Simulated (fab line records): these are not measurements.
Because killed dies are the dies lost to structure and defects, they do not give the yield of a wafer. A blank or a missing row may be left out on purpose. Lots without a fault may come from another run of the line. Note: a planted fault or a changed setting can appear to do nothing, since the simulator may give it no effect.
Which tool did it? -- flow berkeley-cmos170 -- 14 lots with 42 wafers sampled at 5 steps, on a route of 331 steps

WHAT THE GAUGES READ, wafer by wafer
UCB170_NLDD_OVL_MEAS_07.
lot,measured,on,NLDD_OVL (nm)
L711,day 6 03:31,overlay-01,-3 -6 2
L714,day 7 00:10,overlay-01,7 7 5
L715,day 7 00:53,overlay-01,-2 2 -7
L713,day 7 02:26,overlay-01,1 4 4
L717,day 7 20:04,overlay-01,2 1 0
L719,day 8 06:22,overlay-01,4 7 1
L720,day 8 06:39,overlay-01,2 -3 -4
L724,day 8 21:41,overlay-01,-2 5 2
L729,day 9 18:59,overlay-02,4 6 3
L728,day 9 19:05,overlay-01,2 -2 -1
L731,day 10 07:29,overlay-02,-6 -5 -6
L732,day 10 10:19,overlay-01,11 13 8
L733,day 10 18:41,overlay-01,5 6 2
L734,day 10 18:58,overlay-01,5 5 6

UCB170_PSD_CD_MEAS_06: the cd target is 1200 nm.
lot,measured,on,cd-nm (nm)
L711,day 6 10:24,cd-sem-01,1200.3 1200.8 1200.6
L714,day 7 07:58,cd-sem-02,1198.0 1199.4 1199.8
L715,day 7 08:31,cd-sem-02,1203.3 1201.3 1201.7
L713,day 7 09:14,cd-sem-01,1198.8 1199.6 1200.9
L717,day 8 02:38,cd-sem-02,1200.6 1201.6 1201.0
L719,day 8 12:10,cd-sem-01,1201.6 1200.8 1202.2
L720,day 8 11:55,cd-sem-01,1200.1 1200.1 1200.3
L724,day 9 02:49,cd-sem-02,1200.0 1199.5 1201.2
L729,day 10 01:30,cd-sem-01,- - -
L728,day 10 01:44,cd-sem-02,- - -
L731,day 10 15:16,cd-sem-01,1199.9 1200.7 1200.9
L732,day 10 15:15,cd-sem-02,1200.0 1201.0 1201.4
L733,day 11 03:11,cd-sem-02,1197.5 1197.2 1195.8
L734,day 11 03:16,cd-sem-01,1197.6 1197.7 1199.0

UCB170_NSD_TW_MEAS_10.
lot,measured,on,NSD_TW
L711,day 6 13:08,film-metro-02,4227 4255 4229
L714,day 7 12:05,film-metro-02,4215 4214 4227
L715,day 7 12:13,film-metro-01,4293 4292 4287
L713,day 7 12:30,film-metro-04,4214 4229 4203
L717,day 8 05:06,film-metro-02,4187 4193 4209
L719,day 8 15:29,film-metro-04,4232 4200 4183
L720,day 8 14:55,film-metro-01,4294 4278 4260
L724,day 9 06:23,film-metro-02,4224 4213 4243
L729,day 10 03:41,film-metro-01,4347 4334 4367
L728,day 10 03:55,film-metro-04,4242 4232 4265
L731,day 10 17:31,film-metro-01,4319 4310 4285
L732,day 10 17:37,film-metro-04,4159 4176 4170
L733,day 11 07:37,film-metro-04,4173 4187 4189
L734,day 11 07:51,film-metro-01,4280 4292 4277

UCB170_SDANNEAL_RS_MEAS_02: measurement is done with a four-point probe.
lot,measured,on,PSD_RS (ohm/sq)
L711,day 6 16:53,film-metro-04,75.78 75.76 75.54
L714,day 7 13:50,film-metro-02,75.18 75.36 75.21
L715,day 7 13:53,film-metro-01,75.31 75.27 75.15
L713,day 7 14:12,film-metro-04,75.07 74.91 75.29
L717,day 8 06:41,film-metro-01,75.18 75.36 75.52
L719,day 8 17:20,film-metro-04,75.96 75.93 75.89
L720,day 8 16:16,film-metro-02,75.67 75.47 75.77
L724,day 9 07:31,film-metro-01,75.42 75.37 75.30
L729,day 10 04:49,film-metro-04,75.76 75.93 75.44
L728,day 10 05:01,film-metro-01,75.34 75.32 75.22
L731,day 10 18:38,film-metro-02,76.01 75.68 76.27
L732,day 10 19:01,film-metro-04,75.62 75.92 75.80
L733,day 11 08:47,film-metro-02,75.74 75.45 75.93
L734,day 11 09:03,film-metro-01,75.79 75.82 75.72

WHICH TOOL RAN EACH LOT (tool, then ch and the chambers of the sampled wafers, then the start)
lot,UCB170_PSD_COAT_01
L711,"litho-track-03 ch 0, day 6 09:43"
L714,"litho-track-03 ch 0, day 7 07:17"
L715,"litho-track-04 ch 0, day 7 07:17"
L713,"litho-track-03 ch 0, day 7 07:46"
L717,"litho-track-02 ch 0, day 8 01:34"
L719,"litho-track-04 ch 0, day 8 10:16"
L720,"litho-track-03 ch 0, day 8 10:04"
L724,"litho-track-02 ch 0, day 9 02:08"
L729,"litho-track-02, day 10 00:28"
L728,"litho-track-03, day 10 00:30"
L731,"litho-track-02 ch 0, day 10 13:54"
L732,"litho-track-04 ch 0, day 10 14:00"
L733,"litho-track-04 ch 0, day 11 02:23"
L734,"litho-track-03 ch 0, day 11 02:31"
- UCB170_PSD_COAT_01: resist thk 900 nm.

WHAT THE TOOLS THEMSELVES READ (means of the sampled wafers that have a number; where no wafer has one, the mark that the record gives instead)
UCB170_PSD_COAT_01.
lot,tool,chill-plate-temp-C (C),dispense-pressure-kPa (kPa)
L711,litho-track-03,23.05,49
L714,litho-track-03,22.97,49
L715,litho-track-04,23.09,42
L713,litho-track-03,22.92,49
L717,litho-track-02,23.02,52
L719,litho-track-04,22.96,42
L720,litho-track-03,22.96,49
L724,litho-track-02,23.04,52
L729,litho-track-02,-,-
L728,litho-track-03,-,-
L731,litho-track-02,23.08,52
L732,litho-track-04,23.00,42
L733,litho-track-04,23.00,42
L734,litho-track-03,23.00,49

THE ANSWER, worked out from the rows above alone
Rule: the lots themselves supply what counts as usual. The widest of any qualifying gaps counts: lots, ordered by their means at a reading, are off when they make up no more than a third of the lots, leave a main group of 4 or more, and stand apart from it by 3 or more times the standard deviation of that group's means. A main group whose means are all the same, to the digits that the tables above print for the reading, isn't used. Also off: a lot with no number at a reading for which 4 or more lots have one. The other lots that the step has rows for count as sound. Order of review: gauges by route order, followed by the tools' own readings, for which a lot's mean as printed above is used. At the first step where some lot is off, the reading lying furthest off is the one used; lots without a number count as furthest.
Off at UCB170_PSD_CD_MEAS_06 (cd-nm): L729, L728. Without a number there: L729, L728. For the main group the mean is 1200.1 nm and the standard deviation 1.4.
A tool fits if, at a process step before that reading, it ran every lot that is off, and no sound lot after the first of them. Not tried: the gauges at UCB170_PSD_CD_MEAS_06; whatever is off there is also off at UCB170_PSD_COAT_01, on other tools, and gauge error can't account for it. Of those tried, none fits.

WHAT THE SIMULATOR HAD INSERTED
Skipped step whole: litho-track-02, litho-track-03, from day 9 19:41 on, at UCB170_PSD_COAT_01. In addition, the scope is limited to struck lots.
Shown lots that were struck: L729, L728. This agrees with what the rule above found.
